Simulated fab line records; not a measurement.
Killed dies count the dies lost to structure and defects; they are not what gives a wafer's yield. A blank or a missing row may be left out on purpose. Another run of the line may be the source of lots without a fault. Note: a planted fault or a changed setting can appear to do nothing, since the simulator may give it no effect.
One fault through the eyes of 2 desks ; flow berkeley cmos170 ; numbers are kept per desk, each desk with only its own; the story behind them comes last

== TOOL OWNER'S DESK, litho track-03 ==
UCB170_GATE_PEB_10, tool's own readings: per-lot mean of the sampled wafers with a number, covering each lot this tool ran. The brackets show how far a lot's mean lies from the usual mean; more than 4 standard deviations puts the lot out of limits, marked OUT.
Columns: A = heater power total W at UCB170_GATE_PEB_10, usual 56.80 W; B = plate temp C at UCB170_GATE_PEB_10, usual 130.00 C
lot;first seen here;A;B
L410;day 7 00:40;56.77;129.95
L414;day 8 00:29;56.81;129.94
L423;day 9 14:02;57.52 (+17) OUT;131.14 (+8.1) OUT
L421;day 9 14:19;57.56 (+18) OUT;131.22 (+8.7) OUT
L424;day 9 19:39;57.53 (+17) OUT;131.34 (+9.6) OUT
This desk finds L421, L423, L424 out of limits, L423 being first, at day 9 14:02 (heater power total W at UCB170_GATE_PEB_10). L410, L414: within limits.

== FROM THE METROLOGY DESK ==
Means of the sampled wafers that have a number, per lot and without regard to the tool the lot ran on: this is what the gauges read. The brackets show how far a lot's mean lies from the usual mean; more than 4 standard deviations puts the lot out of limits, marked OUT.
Columns: A = WELLDRIVE_OXIDE_THK at UCB170_WELLDRIVE_THK_MEAS_02, usual 199 nm; B = FIELD_OXIDE_LEFT_2_THK at UCB170_FIELD_THK_MEAS_91, usual 352 nm; C = cd nm at UCB170_GATE_CD_MEAS_12, usual 350.4 nm
lot;first seen here;A;B;C
L408;day 4 04:44;204;362;349.8
L409;day 4 04:44;201;365;350.1
L410;day 4 13:40;195;361;351.6
L411;day 4 13:40;194;363;348.6
L412;day 4 13:40;199;370;350.5
L414;day 5 06:02;200;346;350.7
L421;day 6 09:41;207;332;342.1 (-6.4) OUT
L423;day 6 13:40;200;351;343.5 (-5.3) OUT
L424;day 6 19:58;202;353;347.4
L426;day 7 12:26;197;344;351.5
L425;day 7 12:35;193;360;349.8
L431;day 8 02:53;201;362;351.7
This desk finds L421, L423 out of limits, L423 being first, at day 9 14:19 (cd nm at UCB170_GATE_CD_MEAS_12). L408, L409, L410, L411, L412, L414, L424, L426, L425, L431: within limits.

== ALL TOGETHER ==
At day 9 14:02, on L421, L423, L424, the tool owner's desk was in a position to raise an alarm.
Metrology desk: alarm possible at day 9 14:19 on L421, L423.
The metrology desk has L424 on record, within its limits.
Every lot named ran UCB170_GATE_PEB_10 on litho track-03.

== WHAT THE SIMULATOR HAD PUT IN ==
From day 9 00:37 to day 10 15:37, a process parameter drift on litho track-03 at UCB170_GATE_PEB_10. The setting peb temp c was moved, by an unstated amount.
Struck lots among those shown: L421, L423, L424.
Hours from the fault's start to each desk's first reading out of limits: the tool owner's desk, 13; the metrology desk, 14.
